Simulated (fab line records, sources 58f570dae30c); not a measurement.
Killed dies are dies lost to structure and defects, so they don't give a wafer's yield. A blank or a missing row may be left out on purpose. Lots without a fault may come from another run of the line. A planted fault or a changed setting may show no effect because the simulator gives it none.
Which tool did it? | flow berkeley_cmos170 | 14 lots, 42 wafers sampled, at 4 steps of a route of 331

WHAT THE GAUGES READ, wafer by wafer
UCB170_V2_THK_MEAS_01. Usual: V2_TEOS_THK 2008 nm, standard deviation 23.
lot  | measured     | on            | V2_TEOS_THK (nm) | flag
L188 | day 9 06:53  | film_metro-01 | 2000 1983 2036   |
L191 | day 9 07:23  | film_metro-01 | 1964 1985 1999   |
L189 | day 9 06:41  | film_metro-04 | 2007 1990 2013   |
L192 | day 9 07:13  | film_metro-01 | 2007 2001 2017   |
L190 | day 9 09:51  | film_metro-04 | 1996 2032 2031   |
L193 | day 10 13:13 | film_metro-01 | 1987 2012 2066   |
L202 | day 12 17:57 | film_metro-01 | 2018 2001 2045   |
L206 | day 13 01:58 | film_metro-03 | 1986 1988 2000   |
L204 | day 13 03:06 | film_metro-03 | 1985 1966 2026   |
L203 | day 13 03:45 | film_metro-04 | 2002 2028 2057   |
L207 | day 13 08:12 | film_metro-03 | 2001 2009 2057   |
L210 | day 13 12:33 | film_metro-04 | 1981 1995 2029   |
L208 | day 13 08:58 | film_metro-03 | 1973 2020 2000   |
L211 | day 14 00:36 | film_metro-01 | 2016 2012 2033   |

UCB170_M3_OVL_MEAS_16. Usual: M3_OVL 1 nm, standard deviation 5.6.
lot  | measured     | on         | M3_OVL (nm) | flag
L188 | day 9 12:20  | overlay-01 | 7 1 8       |
L191 | day 9 12:59  | overlay-01 | 1 3 2       |
L189 | day 9 12:08  | overlay-02 | -6 -4 4     |
L192 | day 9 12:25  | overlay-02 | -2 -2 -4    |
L190 | day 9 14:46  | overlay-02 | -1 2 2      |
L193 | day 10 18:27 | overlay-02 | 7 8 9       |
L202 | day 13 01:44 | overlay-01 | 3 0 4       |
L206 | day 13 08:17 | overlay-02 | -2 -8 1     |
L204 | day 13 08:59 | overlay-02 | -1 -6 2     |
L203 | day 13 10:11 | overlay-02 | -8 1 -6     |
L207 | day 13 13:17 | overlay-01 | 4 -8 7      |
L210 | day 13 17:49 | overlay-02 | 7 2 3       |
L208 | day 13 14:11 | overlay-01 | 18 11 16    |
L211 | day 14 05:27 | overlay-02 | 6 10 8      |

WHICH TOOL RAN EACH LOT (tool, then ch and the chambers of the sampled wafers, then the start)
lot  | UCB170_SILICIDE_RTA_04           | UCB170_V1_STRIP_15
L188 | rtp_anneal-01 ch 0, day 8 11:14  | plasma_asher-03 ch 0,1, day 9 01:45
L191 | rtp_anneal-01 ch 0, day 8 11:55  | plasma_asher-03 ch 0,1, day 9 01:55
L189 | rtp_anneal-01 ch 0, day 8 12:25  | plasma_asher-02 ch 0,1, day 9 01:37
L192 | rtp_anneal-01 ch 0, day 8 12:37  | plasma_asher-02 ch 0,1, day 9 01:52
L190 | rtp_anneal-01 ch 0, day 8 12:55  | plasma_asher-02 ch 0,1, day 9 05:19
L193 | rtp_anneal-02 ch 0, day 9 23:02  | plasma_asher-02 ch 0,1, day 10 10:01
L202 | rtp_anneal-02 ch 0, day 12 02:57 | plasma_asher-02 ch 1, day 12 14:52
L206 | rtp_anneal-01 ch 0, day 12 03:17 | plasma_asher-01 ch 0,1, day 12 19:09
L204 | rtp_anneal-02 ch 0, day 12 03:18 | plasma_asher-02 ch 0,1, day 12 23:34
L203 | rtp_anneal-01 ch 0, day 12 03:29 | plasma_asher-01 ch 0,1, day 12 23:46
L207 | rtp_anneal-02 ch 0, day 12 10:44 | plasma_asher-03 ch 0,1, day 13 04:19
L210 | rtp_anneal-01 ch 0, day 12 11:09 | plasma_asher-01 ch 0,1, day 13 08:55
L208 | rtp_anneal-01 ch 0, day 12 11:27 | plasma_asher-02 ch 0,1, day 13 04:38
L211 | rtp_anneal-01 ch 0, day 13 07:34 | plasma_asher-02 ch 0,1, day 13 20:54
- UCB170_SILICIDE_RTA_04: time 15 s.
- UCB170_V1_STRIP_15: strips in O2.

WHAT THE TOOLS THEMSELVES READ (means of the sampled wafers that have a number; where no wafer has one, the mark that the record gives instead)
UCB170_SILICIDE_RTA_04. Usual: anneal_temp_c_max 652.3, standard deviation 0.54; chamber_o2_ppm 1.995, standard deviation 0.022; lamp_power_pct 9.1 %, standard deviation 0.51; wafer_temp_C_max 653.3, standard deviation 1.
lot  | tool          | anneal_temp_c_max | chamber_o2_ppm | lamp_power_pct (%) | wafer_temp_C_max | flag
L188 | rtp_anneal-01 | 652.3             | 2.018          | 8.7                | 652.9            |
L191 | rtp_anneal-01 | 652.6             | 1.979          | 8.7                | 652.6            |
L189 | rtp_anneal-01 | 652.1             | 2.007          | 8.7                | 652.8            |
L192 | rtp_anneal-01 | 652.0             | 302.007        | 8.7                | 653.4            | OFF
L190 | rtp_anneal-01 | 652.9             | 301.993        | 8.7                | 652.4            | OFF
L193 | rtp_anneal-02 | 652.4             | 1.999          | 9.8                | 654.6            |
L202 | rtp_anneal-02 | 652.1             | 2.007          | 9.8                | 655.0            |
L206 | rtp_anneal-01 | 653.0             | 2.018          | 8.7                | 652.8            |
L204 | rtp_anneal-02 | 652.5             | 1.993          | 9.8                | 654.5            |
L203 | rtp_anneal-01 | 651.8             | 2.022          | 8.7                | 653.4            |
L207 | rtp_anneal-02 | 652.4             | 2.003          | 9.8                | 654.4            |
L210 | rtp_anneal-01 | 652.2             | 1.989          | 8.7                | 652.7            |
L208 | rtp_anneal-01 | 652.4             | 1.974          | 8.7                | 652.7            |
L211 | rtp_anneal-01 | 652.6             | 1.956          | 8.7                | 652.4            |

UCB170_V1_STRIP_15. Usual: drypump_motor_current_A 5.83 A, standard deviation 0.23; oes_product_au 0.722 a.u., standard deviation 0.0046; strip_time_to_endpoint_s 15.36 s, standard deviation 0.12.
lot  | tool            | drypump_motor_current_A (A) | oes_product_au (a.u.) | strip_time_to_endpoint_s (s) | flag
L188 | plasma_asher-03 | 5.75                        | 0.723                 | 15.48                        |
L191 | plasma_asher-03 | 5.60                        | 0.724                 | 15.34                        |
L189 | plasma_asher-02 | 5.92                        | 0.722                 | 15.43                        |
L192 | plasma_asher-02 | 5.78                        | 0.722                 | 15.40                        |
L190 | plasma_asher-02 | 5.78                        | 0.722                 | 15.35                        |
L193 | plasma_asher-02 | 5.93                        | 0.723                 | 15.30                        |
L202 | plasma_asher-02 | 5.65                        | 0.724                 | 15.46                        |
L206 | plasma_asher-01 | 5.99                        | 0.722                 | 15.22                        |
L204 | plasma_asher-02 | 5.79                        | 0.722                 | 15.32                        |
L203 | plasma_asher-01 | 5.90                        | 0.723                 | 15.40                        |
L207 | plasma_asher-03 | 5.77                        | 0.719                 | 15.36                        |
L210 | plasma_asher-01 | 5.89                        | 0.720                 | 15.37                        |
L208 | plasma_asher-02 | 5.79                        | 0.721                 | 15.25                        |
L211 | plasma_asher-02 | 5.93                        | 0.724                 | 15.45                        |

THE ANSWER, worked out from the rows above alone
Rule: a lot is off if the mean of its wafers that have a number lies more than 3 standard deviations from the usual mean. A lot without any number at a reading at which 4 lots or more have one is off too. The other lots that the step has rows for count as sound. The gauges are gone through in route order, then the tools' own readings, and for those a lot's mean is taken as printed above. The first step at which some lot is off is used, and at that step the reading that is off furthest; a lot without a number counts as furthest.
Off: L192, L190, at UCB170_SILICIDE_RTA_04 (chamber_o2_ppm).
A tool fits if, at that step or a process step before it, it ran every lot that is off, and no sound lot after the first of them. None of those tried fits.

WHAT THE SIMULATOR HAD PUT IN
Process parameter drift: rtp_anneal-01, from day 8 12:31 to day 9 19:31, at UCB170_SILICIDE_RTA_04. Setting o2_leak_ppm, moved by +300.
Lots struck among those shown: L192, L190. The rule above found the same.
